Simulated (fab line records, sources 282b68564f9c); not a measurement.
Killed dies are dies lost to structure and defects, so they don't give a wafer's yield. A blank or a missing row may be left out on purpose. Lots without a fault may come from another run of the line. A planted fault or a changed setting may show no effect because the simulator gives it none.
Which tool did it? | flow rit_cmos | 14 lots, 42 wafers sampled, at 1 step of a route of 202

WHAT THE GAUGES READ, wafer by wafer
The record holds no reading of a measuring or inspecting step that can be judged against a usual standard deviation.

WHICH TOOL RAN EACH LOT (tool, then ch and the chambers of the sampled wafers, then the start)
lot  | RIT_REOX_OXIDATION_03
L197 | furnace-04 ch 0, day 3 05:02
L198 | furnace-04 ch 0, day 3 05:02
L199 | furnace-01 ch 0, day 3 15:05
L200 | furnace-01 ch 0, day 3 22:51
L203 | furnace-01 ch 0, day 4 15:45
L204 | furnace-03 ch 0, day 4 17:58
L205 | furnace-04 ch 0, day 4 22:52
L208 | furnace-01 ch 0, day 5 07:59
L210 | furnace-01 ch 0, day 6 02:19
L211 | furnace-03 ch 0, day 6 03:59
L212 | furnace-01 ch 0, day 6 04:52
L213 | furnace-04 ch 0, day 6 23:05
L214 | furnace-04 ch 0, day 6 23:05
L219 | furnace-04 ch 0, day 8 08:21
- RIT_REOX_OXIDATION_03: target thk 25.2 nm, ox time 5580 s.

WHAT THE TOOLS THEMSELVES READ (means of the sampled wafers that have a number; where no wafer has one, the mark that the record gives instead)
RIT_REOX_OXIDATION_03.
lot  | tool       | spike_tc_centre_C (C) | zone_power_centre_pct (%)
L197 | furnace-04 | 903.8                 | 43.2
L198 | furnace-04 | 903.8                 | 43.0
L199 | furnace-01 | 902.7                 | 40.7
L200 | furnace-01 | 902.5                 | 40.1
L203 | furnace-01 | 902.0                 | 39.9
L204 | furnace-03 | 902.4                 | 45.1
L205 | furnace-04 | 903.4                 | 43.5
L208 | furnace-01 | 901.7                 | 39.9
L210 | furnace-01 | 883.3                 | 32.5
L211 | furnace-03 | 902.4                 | 45.5
L212 | furnace-01 | 882.9                 | 32.3
L213 | furnace-04 | 904.3                 | 43.4
L214 | furnace-04 | 903.8                 | 42.9
L219 | furnace-04 | 903.6                 | 43.5

THE ANSWER, worked out from the rows above alone
Rule: what is usual is taken from the lots themselves. Put in order of their means at a reading, lots are off if they are a third of the lots or fewer, leave a main group of 4 or more, and stand apart from it by a gap of 3 or more times the standard deviation of the main group's means; of several such gaps the widest counts. A main group whose means are all the same, to the digits that the tables above print for the reading, isn't used. A lot without any number at a reading at which 4 lots or more have one is off too. The other lots that the step has rows for count as sound. The gauges are gone through in route order, then the tools' own readings, and for those a lot's mean is taken as printed above. The first step at which some lot is off is used, and at that step the reading that is off furthest; a lot without a number counts as furthest.
Off: L210, L212, at RIT_REOX_OXIDATION_03 (spike_tc_centre_C). The main group: mean 903.0 C, standard deviation 0.81.
A tool fits if, at that step or a process step before it, it ran every lot that is off, and no sound lot after the first of them. One fits: furnace-01 at RIT_REOX_OXIDATION_03. Its last sound lot is L208 (day 5 07:59), its first lot that is off L210 (day 6 02:19): a fault that began between those two fits.
The tool's own readings at RIT_REOX_OXIDATION_03 bear it out: on the lots that are off they differ by more than 5 times the standard deviation of the sound lots' means. spike_tc_centre_C reads 883.1 C there against 903.0 C on the sound lots; zone_power_centre_pct reads 32.4 % there against 42.6 % on the sound lots.

WHAT THE SIMULATOR HAD PUT IN
Process parameter drift: furnace-01, from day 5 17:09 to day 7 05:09, at RIT_REOX_OXIDATION_03. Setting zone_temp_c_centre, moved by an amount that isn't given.
Lots struck among those shown: L210, L212. The rule above found the same.
